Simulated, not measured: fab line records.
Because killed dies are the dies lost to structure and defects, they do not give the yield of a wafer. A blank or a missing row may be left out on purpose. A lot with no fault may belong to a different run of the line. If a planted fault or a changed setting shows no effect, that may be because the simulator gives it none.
8D (eight disciplines) problem report, filled in by code / flow berkeley cmos170 / the parts of the form that need people (team, actions taken, sign-off) are left out

1. THE ISSUE
PLDD_RS at UCB170_SDANNEAL_RS_MEAS_04 reads a mean of 988.3 ohm/sq on 9 wafers of 3 lots; wafers without a fault read 1031.4 ohm/sq with a standard deviation of 2.3. Measured from the usual mean, that is -19 standard deviations.
The step: measures by four-point-probe.
The first sign was on wafer L916.2 at day 10 10:00, on film metro-01. The record holds 45 wafers of 15 lots with a number at this step. Rule for "out" (also "out of limits"): further than 4 standard deviations from the usual mean. The rest of the wafers with a number are treated as sound.

2. WHAT IT IS AND WHAT IT IS NOT
question=which readings at this step | is=PLDD_RS | is not=-
question=which lots | is=L914, L915, L916 | is not=L898, L899, L900, L903, L904, L905, L906, L907, L908, L911, L919, L920
question=which wafers of those lots | is=all that have a number | is not=-
question=read on which gauges | is=film metro-01, film metro-02, film metro-04 | is not=-
question=when | is=from day 10 10:00 | is not=up to then (30 sound wafers); but 6 sound wafers of L919, L920 came after

3. WHAT RULES OUT EACH SUSPECT
Counting: any tool at a process step up to the reading is kept as a suspect provided that every lot that is out went through it and no sound lot did after the first of them.
- the gauge at UCB170_SDANNEAL_RS_MEAS_04 has been ruled out. 3 gauges (film metro-01, film metro-02, film metro-04) read the wafers that are out.
- furnace-02 at UCB170_SPACER_ANNEAL_02 (time 1800 s): kept. All lots that are out passed through it, beginning with L914 at day 10 02:20, and no sound lot followed; its final sound lot before that point was L907 at day 8 21:25. On those wafers its own readings are out: spike tc centre C, spike tc load C, tube center temp C, tube_center_temp_C_max.
Remaining after the count: furnace-02 at UCB170_SPACER_ANNEAL_02.

4. THE CAUSE (what the simulator had put in)
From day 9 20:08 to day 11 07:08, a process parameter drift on furnace-02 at UCB170_SPACER_ANNEAL_02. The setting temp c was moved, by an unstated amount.
After counting, this tool was the only one left.

5. SEQUENCE OF EFFECTS, ordered by route
One row per reading whose mean, taken over the struck wafers that have a number, lies over 3 standard deviations from the usual. Readings are gone through only where the record gives a usual standard deviation; hours: the median, over the lots, of the time from a lot's start at the first step in this table giving one to that lot's start at this step; sigmas: the change measured in usual standard deviations.
hours=0; step=UCB170_SPACER_ANNEAL_02; reading=spike tc centre C; usual=902.0 C; on struck wafers=913.6; change=+11.6; sigmas=+11
hours=0; step=UCB170_SPACER_ANNEAL_02; reading=spike tc load C; usual=922.7 C; on struck wafers=935.5; change=+12.8; sigmas=+4.6
hours=0; step=UCB170_SPACER_ANNEAL_02; reading=spike tc source C; usual=923 C; on struck wafers=937; change=+14; sigmas=+4.3
hours=0; step=UCB170_SPACER_ANNEAL_02; reading=tube center temp C; usual=900 C; on struck wafers=912; change=+12; sigmas=+99 or more
hours=0; step=UCB170_SPACER_ANNEAL_02; reading=tube_center_temp_C_max; usual=902.3; on struck wafers=914.0; change=+11.7; sigmas=+32
hours=8; step=UCB170_SDANNEAL_RS_MEAS_04; reading=PLDD_RS; usual=1031.4 ohm/sq; on struck wafers=988.3; change=-43.1; sigmas=-19
Process steps it contains:
- UCB170_SPACER_ANNEAL_02: time 1800 s.

6. HOW IT WOULD HAVE BEEN CAUGHT EARLIER
Counted from the fault's start at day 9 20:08, it took 14 hours until the first out-of-limits reading at a measuring or inspecting step in this record, taken at day 10 10:00.
The tool's own readings at UCB170_SPACER_ANNEAL_02 were out on every struck wafer that the step has a row for (spike tc centre C, spike tc load C, tube center temp C, tube_center_temp_C_max): an alarm limit on them would have fired on the first of those.
Lots out: 3; all had begun UCB170_SPACER_ANNEAL_02 on furnace-02 by day 10 10:00. Holding the tool at that point would not have protected any of them.
